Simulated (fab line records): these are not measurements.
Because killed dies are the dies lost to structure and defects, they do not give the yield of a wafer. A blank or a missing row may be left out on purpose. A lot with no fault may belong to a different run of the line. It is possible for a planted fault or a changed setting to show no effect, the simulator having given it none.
fab line records | flow berkeley_cmos170
[record] lots = 15 wafers = 45 last_day = 13
route steps=331 shown WELLDRIVE@56 GATE@128 PLDD@208 M3@311
lots with no fault: from the same line, run without faults
start_h: the number of hours between the record's first day and the start of the first shown wafer of the lot | wait_h: how many hours have passed since the lot's step before this one | " same as the row above | L1.1+2: several wafers, shown together as one row | - no value, or no start was given | * or withheld: withheld | < > ~ a bound
route shown NAME@n: names a module that has steps shown in the file, with the first one's number in the route | usual: the fault-free wafers' mean and standard deviation | same: alike in all rows | chamber/n: place in a boat | sites: readings site by site | _std_site: their standard deviation | _edge_site: mean of outer sites minus mean of inner sites | radius_mm: for every site, how far away it sits from the centre of the wafer | mask NAME#n: copy n | behind: the most recent tool/chamber to have shaped the wafer | hold: cause of the lot's hold/its duration in hours/its outcome | device: whichever transistor did not switch (one of n, p or np) | end of line: at the end of the route, the tests of the same wafers | a step with no rows: only its recipe | killed: count of dies lost to structure and defects at first sort (not the wafer's yield) | map: a wafer's dies, x killed, . not, _ none there
set.NAME: setting as actually run; set.NAME@STEP: the setting as run at that earlier step | model.NAME: the simulator's own value behind a step, which no gauge read
route steps across a sampled set of lots; one table per step, one row per wafer
services: when a tool's chamber went out of use (start_h, in hours from the record's first day, below 0 if earlier), for how many hours, and the reason
[[steps]]
[step UCB170_WELLDRIVE_OXIDATION_01]
[recipe] temp_c = 1100 ambient = O2 target_thk_a = 1990 ox_time_s = 9000
[usual] spike_tc_centre_C = 1103.3/1.6 spike_tc_load_C = 1126.5/2.6 spike_tc_source_C = 1129/3.8
// columns lot.wafer tool chamber start_h wait_h spike_tc_centre_C spike_tc_load_C spike_tc_source_C
L801.1 furnace-04 0 74.33 3.0 1105.2 1129.1 1132
L801.3 " 0 " " 1104.6 1128.2 1130
L801.6 " 0 " " 1104.9 1129.0 1131
L802.3 furnace-04 0 74.33 3.1 1105.8 1128.9 1129
L802.5 " 0 " " 1103.2 1128.3 1130
L802.6 " 0 " " 1103.0 1130.0 1132
L803.1 furnace-04 0 74.33 3.0 1105.4 1129.6 1129
L803.4 " 0 " " 1105.4 1128.3 1130
L803.5 " 0 " " 1104.5 1129.1 1130
L805.1 furnace-02 0 100.75 3.5 1103.7 1123.2 1124
L805.4 " 0 " " 1102.2 1124.0 1125
L805.5 " 0 " " 1102.0 1124.3 1123
L806.4 furnace-02 0 100.75 2.1 1102.0 1123.9 1124
L806.5 " 0 " " 1103.6 1124.7 1123
L806.6 " 0 " " 1100.8 1125.1 1124
L807.1 furnace-02 0 100.75 2.7 1101.3 1124.3 1124
L807.2 " 0 " " 1102.3 1124.7 1124
L807.6 " 0 " " 1100.8 1123.6 1124
L808.1 furnace-02 0 113.00 3.2 1085.6 1108.1 1108
L808.4 " 0 " " 1086.6 1111.4 1109
L808.5 " 0 " " 1087.8 1107.4 1110
L809.2 furnace-02 0 113.00 3.2 1083.7 1110.4 1105
L809.4 " 0 " " 1083.9 1108.1 1107
L809.5 " 0 " " 1084.7 1106.5 1107
L810.1 furnace-02 0 120.60 4.4 1085.4 1108.5 1108
L810.4 " 0 " " 1086.8 1108.6 1107
L810.5 " 0 " " 1085.3 1107.4 1107
L812.1 furnace-01 0 126.79 4.1 1102.7 1124.6 1135
L812.2 " 0 " " 1103.6 1124.4 1135
L812.5 " 0 " " 1099.9 1125.8 1134
L817.2 furnace-01 0 157.77 4.8 1101.5 1125.1 1132
L817.4 " 0 " " 1101.4 1127.5 1133
L817.5 " 0 " " 1103.1 1125.2 1133
L819.1 furnace-01 0 169.27 3.3 1101.9 1123.6 1133
L819.4 " 0 " " 1101.8 1125.2 1133
L819.5 " 0 " " 1102.3 1123.6 1132
L821.1 furnace-04 0 177.64 3.1 1104.6 1129.3 1132
L821.2 " 0 " " 1103.8 1129.1 1131
L821.5 " 0 " " 1103.6 1129.6 1131
L822.1 furnace-04 0 177.64 3.1 1105.0 1129.1 1130
L822.4 " 0 " " 1104.3 1129.9 1130
L822.5 " 0 " " 1105.1 1130.7 1131
L823.2 furnace-04 0 185.51 5.1 1104.2 1128.6 1130
L823.3 " 0 " " 1105.4 1128.6 1130
L823.6 " 0 " " 1104.6 1127.5 1130
[step UCB170_WELLDRIVE_THK_MEAS_02]
[recipe] reads = SiO2_of_WELLDRIVE_OXIDATION_01
[usual] WELLDRIVE_OXIDE_THK = 198/3.7
// columns lot.wafer tool chamber start_h wait_h WELLDRIVE_OXIDE_THK[nm]
L801.1 film_metro-01 - 77.83 0.0 203
L801.3 " - " " 201
L801.6 " - " " 200
L802.3 film_metro-03 - 77.85 0.0 196
L802.5 " - " " 197
L802.6 " - " " 197
L803.1 film_metro-03 - 77.89 0.1 195
L803.4 " - " " 192
L803.5 " - " " 194
L805.1 film_metro-03 - 104.25 0.0 195
L805.4 " - " " 197
L805.5 " - " " 197
L807.1 film_metro-01 - 104.25 0.0 201
L807.2 " - " " 197
L807.6 " - " " 195
L806.4 film_metro-02 - 104.28 0.0 197
L806.5 " - " " 195
L806.6 " - " " 195
L808.1 film_metro-03 - 116.50 0.0 177
L808.4 " - " " 180
L808.5 " - " " 175
L809.2 film_metro-02 - 116.51 0.0 178
L809.4 " - " " 176
L809.5 " - " " 178
L810.1 film_metro-03 - 124.10 0.0 175
L810.4 " - " " 177
L810.5 " - " " 175
L812.1 film_metro-01 - 130.29 0.0 201
L812.2 " - " " 203
L812.5 " - " " 204
L817.2 film_metro-02 - 161.28 0.0 200
L817.4 " - " " 201
L817.5 " - " " 200
L819.1 film_metro-02 - 172.82 0.1 202
L819.4 " - " " 202
L819.5 " - " " 206
L821.1 film_metro-01 - 181.14 0.0 196
L821.2 " - " " 196
L821.5 " - " " 196
L822.1 film_metro-02 - 181.14 0.0 205
L822.4 " - " " 206
L822.5 " - " " 205
L823.2 film_metro-01 - 189.02 0.0 198
L823.3 " - " " 200
L823.6 " - " " 199
[step UCB170_GATE_THK_MEAS_02]
[recipe] reads = SiO2_of_GATE_OXIDATION_01
[usual] GATE_OXIDE_THK = 6.62/0.13
// columns lot.wafer tool chamber start_h wait_h GATE_OXIDE_THK[nm]
L801.1 film_metro-01 - 149.15 0.0 6.71
L801.3 " - " " 6.61
L801.6 " - " " 6.80
L803.1 film_metro-03 - 149.15 0.0 6.79
L803.4 " - " " 6.70
L803.5 " - " " 6.71
L802.3 film_metro-01 - 149.23 0.1 6.71
L802.5 " - " " 6.78
L802.6 " - " " 6.67
L805.1 film_metro-01 - 177.29 0.0 6.55
L805.4 " - " " 6.43
L805.5 " - " " 6.63
L807.1 film_metro-03 - 177.29 0.0 6.55
L807.2 " - " " 6.77
L807.6 " - " " 6.63
L806.4 film_metro-02 - 177.32 0.0 6.56
L806.5 " - " " 6.62
L806.6 " - " " 6.61
L808.1 film_metro-03 - 190.29 0.0 6.69
L808.4 " - " " 6.61
L808.5 " - " " 6.61
L809.2 film_metro-01 - 190.30 0.0 6.54
L809.4 " - " " 6.62
L809.5 " - " " 6.63
L810.1 film_metro-01 - 190.35 0.1 6.72
L810.4 " - " " 6.69
L810.5 " - " " 6.67
L812.1 film_metro-03 - 190.35 0.1 6.49
L812.2 " - " " 6.54
L812.5 " - " " 6.41
L817.2 film_metro-03 - 223.82 0.0 6.72
L817.4 " - " " 6.81
L817.5 " - " " 6.88
L819.1 film_metro-03 - 239.24 0.0 6.61
L819.4 " - " " 6.63
L819.5 " - " " 6.74
L822.1 film_metro-02 - 253.18 0.0 6.35
L822.4 " - " " 6.27
L822.5 " - " " 6.50
L823.2 film_metro-01 - 253.19 0.0 6.70
L823.3 " - " " 6.63
L823.6 " - " " 6.67
L821.1 film_metro-01 - 261.16 0.0 6.71
L821.2 " - " " 6.76
L821.5 " - " " 6.74
[step UCB170_SDANNEAL_RS_MEAS_04]
[recipe] thk_meas_gauge = four-point-probe
[usual] PLDD_RS = 1030.9/2.5
// columns lot.wafer tool chamber start_h wait_h PLDD_RS[ohm/sq]
L803.1 film_metro-03 - 173.72 0.1 1028.4
L803.4 " - " " 1029.1
L803.5 " - " " 1026.2
L801.1 film_metro-02 - 173.99 0.1 1028.5
L801.3 " - " " 1028.0
L801.6 " - " " 1027.8
L802.3 film_metro-04 - 174.27 0.1 1033.4
L802.5 " - " " 1030.2
L802.6 " - " " 1031.9
L806.4 film_metro-04 - 200.82 0.1 1030.0
L806.5 " - " " 1031.9
L806.6 " - " " 1032.9
L805.1 film_metro-04 - 201.26 0.1 1027.9
L805.4 " - " " 1026.2
L805.5 " - " " 1028.6
L807.1 film_metro-03 - 201.43 0.1 1031.9
L807.2 " - " " 1030.3
L807.6 " - " " 1031.6
L808.1 film_metro-03 - 215.93 0.1 1033.7
L808.4 " - " " 1031.3
L808.5 " - " " 1032.9
L812.1 film_metro-02 - 216.38 0.1 1035.2
L812.2 " - " " 1032.8
L812.5 " - " " 1031.5
L809.2 film_metro-04 - 216.81 0.1 1035.8
L809.4 " - " " 1033.7
L809.5 " - " " 1032.7
L810.1 film_metro-03 - 217.05 0.1 1027.3
L810.4 " - " " 1025.8
L810.5 " - " " 1027.8
L817.2 film_metro-03 - 253.22 0.1 1028.7
L817.4 " - " " 1027.2
L817.5 " - " " 1027.2
L819.1 film_metro-04 - 269.53 0.1 1033.8
L819.4 " - " " 1033.6
L819.5 " - " " 1033.3
L823.2 film_metro-02 - 280.87 0.1 1033.3
L823.3 " - " " 1035.0
L823.6 " - " " 1034.3
L822.1 film_metro-03 - 281.24 0.1 1029.8
L822.4 " - " " 1029.7
L822.5 " - " " 1029.6
L821.1 film_metro-03 - 289.17 0.1 1028.0
L821.2 " - " " 1028.4
L821.5 " - " " 1027.7
[step UCB170_M3_RS_MEAS_02]
[recipe] thk_meas_gauge = four-point-probe reads = Al_of_M3_SPUTTER_01
[usual] M3_AL_RS = 0.0326/0.00032
// columns lot.wafer tool chamber start_h wait_h M3_AL_RS[ohm/sq]
L801.1 film_metro-03 - 195.48 0.0 0.0324
L801.3 " - " " 0.0328
L801.6 " - " " 0.0328
L803.1 film_metro-03 - 196.21 0.0 0.0321
L803.4 " - " " 0.0319
L803.5 " - " " 0.0320
L802.3 film_metro-04 - 197.42 0.1 0.0326
L802.5 " - " " 0.0326
L802.6 " - " " 0.0326
L806.4 film_metro-04 - 219.41 0.1 0.0322
L806.5 " - " " 0.0323
L806.6 " - " " 0.0322
L805.1 film_metro-03 - 219.96 0.0 0.0328
L805.4 " - " " 0.0329
L805.5 " - " " 0.0327
L807.1 film_metro-02 - 221.24 0.0 0.0319
L807.2 " - " " 0.0324
L807.6 " - " " 0.0323
L808.1 film_metro-02 - 235.25 0.0 0.0327
L808.4 " - " " 0.0330
L808.5 " - " " 0.0326
L812.1 film_metro-02 - 237.05 0.0 0.0328
L812.2 " - " " 0.0329
L812.5 " - " " 0.0328
L809.2 film_metro-04 - 238.17 0.1 0.0329
L809.4 " - " " 0.0331
L809.5 " - " " 0.0329
L810.1 film_metro-02 - 238.42 0.0 0.0325
L810.4 " - " " 0.0325
L810.5 " - " " 0.0324
L817.2 film_metro-04 - 271.61 0.1 0.0319
L817.4 " - " " 0.0322
L817.5 " - " " 0.0324
L819.1 film_metro-03 - 293.24 0.0 0.0325
L819.4 " - " " 0.0327
L819.5 " - " " 0.0324
L823.2 film_metro-02 - 300.86 0.1 0.0323
L823.3 " - " " 0.0326
L823.6 " - " " 0.0323
L822.1 film_metro-02 - 302.41 0.0 0.0327
L822.4 " - " " 0.0334
L822.5 " - " " 0.0333
L821.1 film_metro-03 - 308.83 0.0 0.0329
L821.2 " - " " 0.0328
L821.5 " - " " 0.0323
[[services]]
// columns tool chamber start_h hours kind
furnace-02 - 87.15 3.5 pm
furnace-01 - 106.97 3.2 pm
furnace-02 - 155.85 3.2 pm
furnace-01 - 175.52 3.8 pm
[[key]]
[first_sign] step = UCB170_WELLDRIVE_OXIDATION_01 reading = spike_tc_centre_C direction = down sigmas = 11 usual = 1103.3 struck = 1085.5
[effect] step = UCB170_WELLDRIVE_OXIDATION_01 reading = spike_tc_load_C direction = down sigmas = 6.9 usual = 1126.5 struck = 1108.5
[effect] step = UCB170_WELLDRIVE_THK_MEAS_02 reading = WELLDRIVE_OXIDE_THK direction = down sigmas = 5.6 usual = 198 struck = 177
met_at UCB170_WELLDRIVE_OXIDATION_01
struck_lots L808,L809,L810
tester_left_out L808,L809,L810
not_acting_at UCB170_GATE_THK_MEAS_02,UCB170_SDANNEAL_RS_MEAS_04,UCB170_M3_RS_MEAS_02
onset_between 100.75 113.00
[fault] kind = process_parameter_drift tool = furnace-02 chamber = - onset_h = 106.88 steps = UCB170_WELLDRIVE_OXIDATION_01 channel = temp_c offset = * shape = step end_h = 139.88 acts_in = * stated = *
// tester_left_out: of these lots the tester's yield and bins aren't shown, on N5 and GAA mostly nor the transistor test; their killed dies are dies lost to structure and defects alone, not to doping, threshold or leakage, so they don't give the yield
